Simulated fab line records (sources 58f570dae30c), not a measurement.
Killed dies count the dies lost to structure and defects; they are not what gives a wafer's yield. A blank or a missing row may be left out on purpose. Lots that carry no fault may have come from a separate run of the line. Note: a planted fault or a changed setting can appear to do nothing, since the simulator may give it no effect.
Chamber matching    flow berkeley cmos170    3 sister chambers for UCB170_FIELD_WET_ETCH_05 on wet bench-02
The step etches Si3N4 in H3PO4, time 12600 s. 6 wafers are shown with their chamber, then 7 later ones without.

## EACH WAFER AND ITS CHAMBER
wafer   chamber  bath guard temp C (C)  bath heat duty pct (%)
L382.2  1        160.0                  27.1
L382.6  1        159.8                  28.2
L386.5  2        160.0                  28.1
L386.6  2        160.1                  28.5
L387.1  0        159.0                  23.9
L387.4  0        159.2                  26.7

## WAFERS WITH NO CHAMBER GIVEN
wafer   bath guard temp C (C)  bath heat duty pct (%)
L387.5  159.6                  25.7
L388.3  160.0                  28.0
L388.5  160.0                  27.2
L388.6  160.4                  28.6
L389.4  159.7                  24.9
L389.5  159.5                  24.9
L389.6  159.4                  27.4

## EACH ONE'S CHAMBER
wafer   from the rows above           in truth
L387.5  can't be placed: 1 or 0 or 2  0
L388.3  can't be placed: 2 or 1       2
L388.5  can't be placed: 1 or 2       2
L388.6  can't be placed: 2 or 1       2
L389.4  can't be placed: 1 or 2       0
L389.5  can't be placed: 0 or 1 or 2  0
L389.6  can't be placed: 0 or 1       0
Correct placement for 0 of the 7. These rows do not allow placing 7 (true chamber among the candidates in 6). 0 placed wrongly.
How it was worked out, from the rows above alone: a wafer's distance from a chamber is the root of the sum, over the readings, of the square of ((its reading less the chamber's mean) divided by the reading's scatter). If the next closest chamber is less than 2 further off than the closest, the wafer can't be placed; otherwise it belongs to the closest. Each chamber's mean is taken over the wafers shown for it. How the scatter is found: for the shown wafers, subtract from each reading the mean of its chamber, square and add these, divide the total by (wafers less chambers), then take the root.
